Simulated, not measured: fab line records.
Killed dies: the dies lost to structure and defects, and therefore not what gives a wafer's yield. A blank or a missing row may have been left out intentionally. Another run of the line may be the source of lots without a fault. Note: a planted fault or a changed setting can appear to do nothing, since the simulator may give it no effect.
Problem report, 8D (eight disciplines) form, completed by code + flow ritCmos + the parts of the form that need people (team, actions taken, sign-off) are left out

## 1. THE PROBLEM
SILICIDE_TI_THK at RIT_SILICIDE_THK_MEAS_03 reads a mean of 32.98 nm on 6 wafers of 2 lots; wafers without a fault read 31.32 nm with a standard deviation of 0.29. Measured from the usual mean, that is +5.7 standard deviations.
The step: measures by xrf.
Seen first at day 6 22:14 on filmMetro-01, wafer L944.1. The record has a number at this step for 39 wafers belonging to 13 lots. By rule, "out" or "out of limits" means more than 4 standard deviations away from the usual mean. The other wafers with a number count as sound.

## 2. WHAT IT IS, WHAT IT ISN'T
| question                    | is                     | is not                                                                          |
|-----------------------------|------------------------|---------------------------------------------------------------------------------|
| which readings at this step | SILICIDE_TI_THK        | -                                                                               |
| which lots                  | L944, L945             | L926, L927, L928, L929, L930, L931, L932, L933, L946, L947, L949                |
| which wafers of those lots  | all that have a number | -                                                                               |
| read on which gauges        | filmMetro-01           | filmMetro-02, filmMetro-04                                                      |
| when                        | from day 6 22:14       | up to then (24 sound wafers); but 9 sound wafers of L946, L947, L949 came after |

## 3. SUSPECTS, AND WHAT RULES EACH OUT
Counting: a tool at a process step up to the reading stays a suspect if it ran every lot that is out and no sound lot after the first of them.
- the gauge at RIT_SILICIDE_THK_MEAS_03: kept. All the wafers that are out were read on filmMetro-01, and no step on other tools shows them out.
After counting, what remains is filmMetro-01 at RIT_SILICIDE_THK_MEAS_03.

## 4. THE CAUSE (what the simulator had put in)
Metrology matching offset: filmMetro-01, from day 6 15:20 on, at RIT_SILICIDE_THK_MEAS_03. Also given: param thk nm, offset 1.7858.
Only this tool survived the counting.

## 5. THE CHAIN OF EFFECTS, in route order
Rows list readings where the struck wafers' mean (over those with a number) sits beyond 3 standard deviations from the usual. Only readings whose record carries a usual standard deviation are examined. hours: median over the lots of the time between each lot's start at the first step of this table that gives one and its start at this step. sigmas: the change, counted in usual standard deviations.
| hours | step                     | reading         | usual    | on struck wafers | change | sigmas |
|-------|--------------------------|-----------------|----------|------------------|--------|--------|
| 0     | RIT_SILICIDE_THK_MEAS_03 | SILICIDE_TI_THK | 31.32 nm | 32.98            | +1.66  | +5.7   |

## 6. WHAT WOULD HAVE CAUGHT IT SOONER
Counted from the fault's start at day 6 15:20, it took 7 hours until the first out-of-limits reading at a measuring or inspecting step in this record, taken at day 6 22:14.
